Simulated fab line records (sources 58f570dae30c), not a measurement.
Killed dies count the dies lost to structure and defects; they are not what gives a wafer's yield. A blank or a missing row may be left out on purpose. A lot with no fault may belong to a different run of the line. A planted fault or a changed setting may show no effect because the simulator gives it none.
A single fault, viewed from 2 desks || flow berkeley-cmos170 || every desk sees just its own numbers, and what lay behind them comes last

TOOL OWNER'S DESK, rie-metal-02
The tool's own readings at UCB170_M2_METAL_ETCH_18 (etches Al in Cl2/BCl3, stops on SiO2, target depth 1170 nm, time 195 s): means of the sampled wafers that have a number, for each lot that ran on this tool. If a lot's mean is further than 4 standard deviations from the usual mean, the lot is out of limits and carries the mark OUT (the distance appears in the brackets).
Columns: A = drypump-motor-current-A at UCB170_M2_METAL_ETCH_18, usual 5.6 A; B = he-backside-leak-sccm at UCB170_M2_METAL_ETCH_18, usual 3.30 sccm; C = oes-product-au at UCB170_M2_METAL_ETCH_18, usual 0.853 a.u.; D = run-length-s at UCB170_M2_METAL_ETCH_18, usual 223.3 s; E = throttle-valve-pct at UCB170_M2_METAL_ETCH_18, usual 24.39 %
{"lot": "L241", "first seen here": "day 8 11:01", "A": 5.1, "B": 3.25, "C": 0.855, "D": 223.0, "E": 24.44}
{"lot": "L247", "first seen here": "day 9 15:27", "A": 5.1, "B": 3.22, "C": "0.940 (+11) OUT", "D": "207.4 (-32) OUT", "E": 24.39}
{"lot": "L246", "first seen here": "day 9 19:43", "A": 5.6, "B": 3.04, "C": "0.941 (+12) OUT", "D": "206.9 (-33) OUT", "E": 24.45}
This desk's finding: out of limits on L246, L247; first on L247, day 9 15:27 (oes-product-au at UCB170_M2_METAL_ETCH_18). L241: within limits.

AT THE METROLOGY DESK
What the gauges read, lot by lot, whatever tool the lot ran on: means of the sampled wafers that have a number. If a lot's mean is further than 4 standard deviations from the usual mean, the lot is out of limits and carries the mark OUT (the distance appears in the brackets).
Columns: A = cd-nm at UCB170_M2_CD_MEAS_15, usual 700.1 nm; B = M2_OVL at UCB170_M2_OVL_MEAS_16, usual 2 nm
{"lot": "L236", "first seen here": "day 7 11:16", "A": 698.3, "B": -1}
{"lot": "L241", "first seen here": "day 8 10:49", "A": 699.7, "B": -0}
{"lot": "L247", "first seen here": "day 9 15:13", "A": 698.4, "B": 5}
{"lot": "L246", "first seen here": "day 9 19:31", "A": 699.7, "B": 5}
{"lot": "L254", "first seen here": "day 11 19:16", "A": 700.6, "B": 3}
{"lot": "L256", "first seen here": "day 12 04:42", "A": 698.5, "B": 12}
This desk's verdict: no lot among the 6 shows anything out of limits.

PUT TOGETHER
The tool owner's desk had the chance to raise an alarm at day 9 15:27 on L246, L247.
Nothing out of limits was seen by the metrology desk.
The metrology desk has L246, L247 on record, within its limits.
On rie-metal-02, each named lot ran UCB170_M2_METAL_ETCH_18.

WHAT THE SIMULATOR PUT IN
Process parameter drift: rie-metal-02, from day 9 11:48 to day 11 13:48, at UCB170_M2_METAL_ETCH_18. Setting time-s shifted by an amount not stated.
Struck lots among those shown: L246, L247.
Time in hours from fault onset to the first out-of-limits reading at each desk: the tool owner's desk, 4.
